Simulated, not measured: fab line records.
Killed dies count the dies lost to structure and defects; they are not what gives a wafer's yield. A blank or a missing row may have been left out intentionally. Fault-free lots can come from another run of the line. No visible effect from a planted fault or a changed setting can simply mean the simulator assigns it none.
A lot that was struck, set against a sound lot	flow rit-cmos	21 out of 202 route steps
Sound: wafers L868.3, L868.4, L868.6. Struck: wafers L860.1, L860.2, L860.5. Last of all comes the cause.
For every step that has rows: the tool of each side, followed by ch and its chambers, followed by its first start. Under that, the readings that differ: sound wafers	struck wafers	difference of the means	sigmas: that difference in standard deviations of wafers without a fault.
alike: words and numbers the same on both sides, and readings whose means are apart by under 2 such deviations; not compared: readings that were withheld, readings missing a value for some wafer, numbers with overlapping values and no deviation given by the record, and bounds like >300 which may hide the same value.
Wherever a step has rows on one side only, a row that says differs or no value, or a row with sigmas, the two part there. Numbers that have no deviation but don't overlap get no sigmas and don't part them. Lack of a reading on every wafer of one side parts them only where that side has two or more wafers.

first, 1 step without rows for these wafers: RIT_SILICIDE_WET_ETCH_00 (etches SiO2 in BOE, target depth 14 nm, time 15 s).
RIT_SILICIDE_SPUTTER_01: material Ti, target thk 30 nm, time 240 s.
  sound on pvd-sputter-02 at day 7 22:52; struck on pvd-sputter-02 at day 5 20:20
  alike: chamber-pressure-pa, throttle-valve-pct
RIT_SILICIDE_RS_MEAS_02: uses a four-point probe to measure.
  sound on film-metro-04 at day 7 23:03; struck on film-metro-04 at day 5 20:29
  alike: SILICIDE_TI_RS
RIT_SILICIDE_THK_MEAS_03: measures by xrf.
  sound on film-metro-04 at day 7 23:09; struck on film-metro-04 at day 5 20:36
  alike: SILICIDE_TI_THK
RIT_SILICIDE_RTA_04: time 10 s, ramp up 5 s, ramp down 5 s.
  sound on rtp-anneal-02 ch 0, day 7 23:13; struck on rtp-anneal-02 ch 0, day 5 20:40
  alike: wafer_temp_C_max
then, 1 step without rows for these wafers: RIT_SILICIDE_WET_ETCH_05 (etches Ti in SPM, time 120 s).
RIT_SILICIDE_RTA_06: time 10 s, ramp up 5 s, ramp down 10 s.
  sound on rtp-anneal-01 ch 0, day 7 23:19; struck on rtp-anneal-01 ch 0, day 5 20:46
  alike: wafer_temp_C_max
RIT_CONTACT_CVD_00: deposits SiO2 from TEOS, target thk 400 nm, time 60.06 s.
  sound on pecvd-01 ch 0,2, day 7 23:22; struck on pecvd-02 ch 1,2, day 5 20:54
  alike: heater-power-w, rf-fwd-power-W, susceptor-temp-C
RIT_CONTACT_THK_MEAS_01:
  sound on film-metro-01 at day 7 23:26; struck on film-metro-01 at day 5 20:57
  alike: CONTACT_TEOS_THK
then, 3 steps without rows for these wafers: RIT_CONTACT_HMDS_02 (prime time 60 s); RIT_CONTACT_COAT_03 (resist thk 1000 nm); RIT_CONTACT_SOFTBAKE_04 (time 60 s).
RIT_CONTACT_EXPOSE_05: exposes mask M11, target cd 1000 nm.
  sound on iline-stepper-02 ch 0, day 8 00:05; struck on iline-stepper-01 ch 0, day 5 21:32
reading	sound	struck	difference	sigmas
exposure-dose-mJ-cm2	249.79 249.76 249.79	231.77 232.32 232.32	-17.64	-68
  alike: mask
then, 2 steps without rows for these wafers: RIT_CONTACT_PEB_06; RIT_CONTACT_DEVELOP_07 (develop time 120 s).
RIT_CONTACT_CD_MEAS_08 targets a cd of 1000 nm.
  sound on cd-sem-02 at day 8 00:37; struck on cd-sem-02 at day 5 22:20
reading	sound	struck	difference	sigmas
cd-nm (nm)	1003.6 1002.6 1001.8	979.4 976.3 976.6	-25.2	-11
  not compared: hold
RIT_CONTACT_OVL_MEAS_09:
  sound on overlay-01 at day 8 00:42; struck on overlay-02 at day 5 23:55
reading	sound	struck	difference	sigmas
hold	- - -	await-dispo/1.2h/release await-dispo/1.2h/release await-dispo/1.2h/release	no value on the sound wafers	
  alike: CONTACT_OVL
then, 1 step without rows for these wafers: RIT_CONTACT_HARDBAKE_10 (time 60 s).
RIT_CONTACT_ETCH_11: etches SiO2 in CHF3/CF4/Ar, stops on TiSi2, target depth 480 nm, time 320 s.
  sound on rie-diel-01 ch 0,2,3, day 8 00:52; struck on rie-diel-04 ch 0,2,3, day 6 00:08
reading	sound	struck	difference	sigmas
model.CONTACT.cd-nm (nm)	1003 1003 1002	979.5 976.2 975.8	-25.5	
  alike: CHF3_flow_sccm, drypump-motor-current-A, oes-product-au, rf-fwd-power-W, throttle-valve-pct
  not compared: rf-hours-counter-h
RIT_CONTACT_STRIP_12: strips in O2, time 180 s.
  sound on plasma-asher-02 ch 0,1, day 8 01:07; struck on plasma-asher-02 ch 0,1, day 6 00:19
  alike: drypump-motor-current-A
  not compared: rf-hours-counter-h
RIT_M1_PROBE_99:
  the record holds rows for the sound wafers here (prober-02, day 8 06:12) but none for the struck ones

== WHERE THEY PART ==
At RIT_CONTACT_EXPOSE_05 first; at RIT_M1_PROBE_99 last (within this record only).

WHY: whatever the simulator had introduced
Process parameters drifting: iline-stepper-01 at RIT_CONTACT_EXPOSE_05, beginning at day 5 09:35. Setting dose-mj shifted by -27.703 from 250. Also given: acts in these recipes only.
